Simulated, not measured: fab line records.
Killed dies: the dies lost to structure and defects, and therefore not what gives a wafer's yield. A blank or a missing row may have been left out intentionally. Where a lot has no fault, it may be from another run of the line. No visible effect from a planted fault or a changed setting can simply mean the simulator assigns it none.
fab line records	flow berkeleyCmos170	part 2 of 2: steps 26 to 38 of 38
[record] lots = 5	wafers = 15	lastDay = 10
route steps=331 shown ACTIVE@62 PFIELD@79 FIELD@89 SACOX@97
lots with no fault: from the same line, run without faults
startH: the number of hours between the record's first day and the start of the first shown wafer of the lot	waitH: how many hours have passed since the lot's step before this one	" identical to the entry in the row above	L1.1+2: several wafers, shown together as one row	- either no value or no given start	* or withheld: withheld	< > ~ a bound
route shown NAME@n: a module of which the file shows steps, and the number in the route of the first	usual: mean and standard deviation over wafers with no fault	same: alike in all rows	chamber/n: place in a boat	sites: per-site readings	_std_site: the values' standard deviation	_edge_site: inner sites' mean taken away from outer sites' mean	radiusMm: for every site, how far away it sits from the centre of the wafer	mask NAME#n: copy n	behind: the most recent tool/chamber to have shaped the wafer	hold: why the lot went on hold/how many hours it stayed there/how the hold came to an end	device: whichever transistor did not switch (one of n, p or np)	end of line: tests of these same wafers at the route's end	a step given without rows: its recipe and nothing more	killed: the dies lost at the first sort to structure and to defects; this is not the yield of the wafer	map: the dies of a wafer, with x for killed, . for not killed, _ for no die there
set.NAME: the setting that was run; set.NAME@STEP: the one run at that earlier step	model.NAME: the simulator's own value behind a step, which no gauge read
a table for each step, a row for each wafer; lots at some steps of the route
services: when a tool's chamber went out of use (startH, in hours from the record's first day, below 0 if earlier), for how many hours, and the reason
[[steps]]
[step UCB170_PFIELD_STRIP_08]
[recipe] chemistry = O2	powerW = 400	pressureMtorr = 3500	platenTempC = withheld	o2FlowSccm = 400	overashFraction = 0.5
[usual] chamberPressureMTorr = 3500/3.2	drypumpMotorCurrentA = 5.9/0.57	o2FlowSccm = 400.1/1.2	oesProductAu = 0.735/0.0044	stripTimeToEndpointS = 21.68/0.072
[same] overashFraction = 0.5
lot.wafer	tool	chamber	startH	waitH	chamberPressureMTorr	drypumpMotorCurrentA	o2FlowSccm	oesProductAu	rfHoursCounterH	stripTimeToEndpointS
L074.2	plasmaAsher-02	0	76.94	0.1	3501	5.6	400.2	0.738	37	21.80
L074.4	"	0	"	"	3499	5.6	400.3	0.734	-	21.83
L074.6	"	0	"	"	3499	5.5	401.3	0.732	-	21.80
L082.2	plasmaAsher-03	1	120.49	0.1	3499	5.7	398.3	0.738	39	21.79
L082.3	"	0	"	"	3494	5.1	397.8	0.732	-	21.76
L082.6	"	0	"	"	3503	5.1	398.9	0.736	-	21.72
L085.1	plasmaAsher-04	0	135.45	0.1	3499	6.5	400.6	0.733	46	21.63
L085.3	"	1	"	"	3498	6.6	399.3	0.744	-	21.71
L085.6	"	0	"	"	3502	6.6	399.4	0.733	-	21.63
L090.1	plasmaAsher-03	0	168.05	0.1	3500	5.1	399.7	0.732	44	21.64
L090.4	"	1	"	"	3502	5.7	398.6	0.732	-	21.65
L090.6	"	1	"	"	3503	5.7	397.9	0.725	-	21.60
L093.1	plasmaAsher-03	0	175.39	0.1	3496	5.1	398.6	0.737	45	21.67
L093.3	"	1	"	"	3498	5.7	398.0	0.731	-	21.70
L093.4	"	0	"	"	3500	5.1	398.4	0.739	-	21.68
[step UCB170_PFIELD_TW_MEAS_09]
[usual] PFIELD_TW = 600/4.2
lot.wafer	tool	chamber	startH	waitH	PFIELD_TW
L074.2	filmMetro-02	-	77.05	0.1	593
L074.4	"	-	"	"	595
L074.6	"	-	"	"	595
L082.2	filmMetro-04	-	120.60	0.1	601
L082.3	"	-	"	"	602
L082.6	"	-	"	"	597
L085.1	filmMetro-01	-	135.55	0.1	599
L085.3	"	-	"	"	598
L085.6	"	-	"	"	596
L090.1	filmMetro-04	-	168.15	0.1	602
L090.4	"	-	"	"	602
L090.6	"	-	"	"	603
L093.1	filmMetro-04	-	175.49	0.1	605
L093.3	"	-	"	"	606
L093.4	"	-	"	"	606
[step UCB170_FIELD_CLEAN_00]
[recipe] chemistry = dHF	dilution = 25:1	timeS = 7.5
lot.wafer	tool	chamber	startH	waitH
L074.2+4+6	wetBench-01	1	77.10	0.0
L082.2+3+6	wetBench-03	2	120.65	0.0
L085.1+3+6	wetBench-04	1	135.61	0.1
L090.1+4+6	wetBench-01	2	168.32	0.2
L093.1+3+4	wetBench-04	0	175.72	0.2
[step UCB170_FIELD_OXIDATION_01]
[recipe] tempC = 1000	ambient = H2O	pH2oTorr = 584.62	targetThkA = 5583	oxTimeS = 7200
[usual] spikeTcLoadC = 1022.3/1.5
lot.wafer	tool	chamber	startH	waitH	spikeTcLoadC
L074.2	furnace-04	0	78.34	1.2	1021.1
L074.4	"	0	"	"	1021.4
L074.6	"	0	"	"	1021.2
L082.2	furnace-04	0	125.65	5.0	1022.6
L082.3	"	0	"	"	1021.5
L082.6	"	0	"	"	1021.7
L085.1	furnace-03	0	139.47	3.8	1023.9
L085.3	"	0	"	"	1024.9
L085.6	"	0	"	"	1022.4
L090.1	furnace-04	0	171.68	3.4	1019.9
L090.4	"	0	"	"	1019.2
L090.6	"	0	"	"	1021.4
L093.1	furnace-02	0	177.49	1.8	1021.5
L093.3	"	0	"	"	1021.7
L093.4	"	0	"	"	1021.9
[step UCB170_FIELD_THK_MEAS_02]
[recipe] reads = SiO2_of_FIELD_OXIDATION_01
[usual] FIELD_OXIDE_THK = 560/9.7
lot.wafer	tool	chamber	startH	waitH	FIELD_OXIDE_THK[nm]
L074.2	filmMetro-04	-	81.35	0.0	545
L074.4	"	-	"	"	533
L074.6	"	-	"	"	537
L082.2	filmMetro-04	-	128.66	0.0	550
L082.3	"	-	"	"	549
L082.6	"	-	"	"	554
L085.1	filmMetro-01	-	142.47	0.0	551
L085.3	"	-	"	"	557
L085.6	"	-	"	"	564
L090.1	filmMetro-03	-	174.68	0.0	559
L090.4	"	-	"	"	540
L090.6	"	-	"	"	551
L093.1	filmMetro-01	-	180.49	0.0	563
L093.3	"	-	"	"	558
L093.4	"	-	"	"	561
[step UCB170_FIELD_ANNEAL_03]
[recipe] tempC = 1000	timeS = 1200	ambient = N2
[usual] spikeTcLoadC = 1022.4/1.5
lot.wafer	tool	chamber	startH	waitH	spikeTcLoadC
L074.2	furnace-02	0	84.05	2.7	1022.1
L074.4	"	0	"	"	1021.0
L074.6	"	0	"	"	1022.0
L082.2	furnace-02	0	131.86	3.2	1024.4
L082.3	"	0	"	"	1024.3
L082.6	"	0	"	"	1021.5
L085.1	furnace-04	0	146.53	4.0	1020.9
L085.3	"	0	"	"	1020.7
L085.6	"	0	"	"	1021.6
L090.1	furnace-02	0	176.16	1.5	1021.9
L090.4	"	0	"	"	1024.3
L090.6	"	0	"	"	1022.7
L093.1	furnace-03	0	183.42	2.9	1025.5
L093.3	"	0	"	"	1022.0
L093.4	"	0	"	"	1022.2
[step UCB170_FIELD_WET_ETCH_04]
[recipe] chemistry = dHF	dilution = 10:1	target = SiO2	tempC = 25	timeS = 60
lot.wafer	tool	chamber	startH	waitH
L074.2+4+6	wetBench-03	3	85.38	0.0
L082.2+3+6	wetBench-01	0	133.19	0.0
L085.1+3+6	wetBench-03	1	147.86	0.0
L090.1+4+6	wetBench-04	2	177.51	0.0
L093.1+3+4	wetBench-01	3	184.75	0.0
[step UCB170_FIELD_WET_ETCH_05]
[recipe] chemistry = H3PO4	target = Si3N4	tempC = 160	timeS = 12600
lot.wafer	tool	chamber	startH	waitH
L074.2+4+6	wetBench-01	2	85.56	0.2
L082.2+3+6	wetBench-03	1	133.22	0.0
L085.1+3+6	wetBench-03	1	147.89	0.0
L090.1+4+6	wetBench-04	2	177.53	0.0
L093.1+3+4	wetBench-01	2	184.78	0.0
[step UCB170_FIELD_WET_ETCH_06]
[recipe] chemistry = BOE	dilution = 5:1	target = SiO2	tempC = 25	timeS = 22
lot.wafer	tool	chamber	startH	waitH
L074.2+4+6	wetBench-01	1	89.46	0.1
L082.2+3+6	wetBench-01	2	137.05	0.0
L085.1+3+6	wetBench-03	2	151.64	0.2
L090.1+4+6	wetBench-01	3	181.04	0.0
L093.1+3+4	wetBench-01	1	189.08	0.8
[step UCB170_FIELD_THK_MEAS_90]
[recipe] reads = SiO2_of_FIELD_OXIDATION_01
[usual] FIELD_OXIDE_LEFT_1_THK = 443/9.5
lot.wafer	tool	chamber	startH	waitH	FIELD_OXIDE_LEFT_1_THK[nm]
L074.2	filmMetro-04	-	89.48	0.0	428
L074.4	"	-	"	"	417
L074.6	"	-	"	"	421
L082.2	filmMetro-03	-	137.13	0.1	435
L082.3	"	-	"	"	433
L082.6	"	-	"	"	439
L085.1	filmMetro-01	-	151.65	0.0	435
L085.3	"	-	"	"	441
L085.6	"	-	"	"	449
L090.1	filmMetro-03	-	181.05	0.0	442
L090.4	"	-	"	"	425
L090.6	"	-	"	"	436
L093.1	filmMetro-03	-	189.09	0.0	446
L093.3	"	-	"	"	442
L093.4	"	-	"	"	444
[step UCB170_SACOX_CLEAN_00]
[recipe] chemistry = dHF	dilution = 25:1	timeS = 7.5
lot.wafer	tool	chamber	startH	waitH
L074.2+4+6	wetBench-01	0	89.53	0.0
L082.2+3+6	wetBench-01	2	137.18	0.0
L085.1+3+6	wetBench-04	1	152.01	0.4
L090.1+4+6	wetBench-01	3	181.11	0.1
L093.1+3+4	wetBench-01	2	189.15	0.1
[step UCB170_SACOX_OXIDATION_01]
[recipe] tempC = 900	ambient = O2	targetThkA = 144	oxTimeS = 2400
[usual] spikeTcLoadC = 923.6/2.3
lot.wafer	tool	chamber	startH	waitH	spikeTcLoadC
L074.2	furnace-04	0	92.58	3.0	918.7
L074.4	"	0	"	"	921.5
L074.6	"	0	"	"	919.8
L082.2	furnace-01	0	142.34	5.2	926.1
L082.3	"	0	"	"	925.9
L082.6	"	0	"	"	924.7
L085.1	furnace-03	0	154.99	3.0	922.0
L085.3	"	0	"	"	924.1
L085.6	"	0	"	"	922.7
L090.1	furnace-01	0	182.30	1.2	927.8
L090.4	"	0	"	"	925.0
L090.6	"	0	"	"	926.3
L093.1	furnace-03	0	189.16	0.0	922.0
L093.3	"	0	"	"	923.1
L093.4	"	0	"	"	920.8
[step UCB170_SACOX_THK_MEAS_02]
[recipe] reads = SiO2_of_SACOX_OXIDATION_01
[usual] SACOX_OXIDE_THK = 14.34/0.3
lot.wafer	tool	chamber	startH	waitH	SACOX_OXIDE_THK[nm]
L074.2	filmMetro-03	-	94.26	0.0	14.21
L074.4	"	-	"	"	14.34
L074.6	"	-	"	"	14.08
L082.2	filmMetro-04	-	144.02	0.0	14.54
L082.3	"	-	"	"	14.45
L082.6	"	-	"	"	14.55
L085.1	filmMetro-02	-	156.65	0.0	13.85
L085.3	"	-	"	"	13.88
L085.6	"	-	"	"	13.76
L090.1	filmMetro-03	-	183.97	0.0	14.66
L090.4	"	-	"	"	14.52
L090.6	"	-	"	"	14.56
L093.1	filmMetro-04	-	190.83	0.0	14.66
L093.3	"	-	"	"	14.69
L093.4	"	-	"	"	14.60
[[services]]
tool	chamber	startH	hours	kind
furnace-01	-	39.62	12.6	repair
krfScanner-01	-	51.50	1.3	pm
furnace-03	-	61.66	3.6	pm
implanter-04	-	61.71	2.1	pm
krfScanner-02	-	61.80	1.0	pm
furnace-04	-	63.42	13.6	repair
wetBench-04	-	73.37	0.6	repair
implanter-04	-	82.75	2.9	pm
implanter-04	-	86.13	3.4	repair
implanter-04	-	88.35	2.5	repair
furnace-02	-	91.63	2.9	pm
krfScanner-02	-	91.78	1.3	pm
lpcvd-02	-	94.47	1.4	repair
furnace-01	-	114.15	3.0	pm
krfScanner-01	-	132.14	1.0	pm
furnace-01	-	136.78	2.7	pm
krfScanner-02	-	136.82	0.3	repair
krfScanner-02	-	140.14	4.0	pm
wetBench-01	-	153.02	2.4	repair
implanter-04	-	158.74	3.1	repair
wetBench-03	-	160.71	46.4	repair
krfScanner-02	-	162.16	1.5	repair
krfScanner-01	-	167.84	0.8	pm
furnace-02	-	186.02	3.3	pm
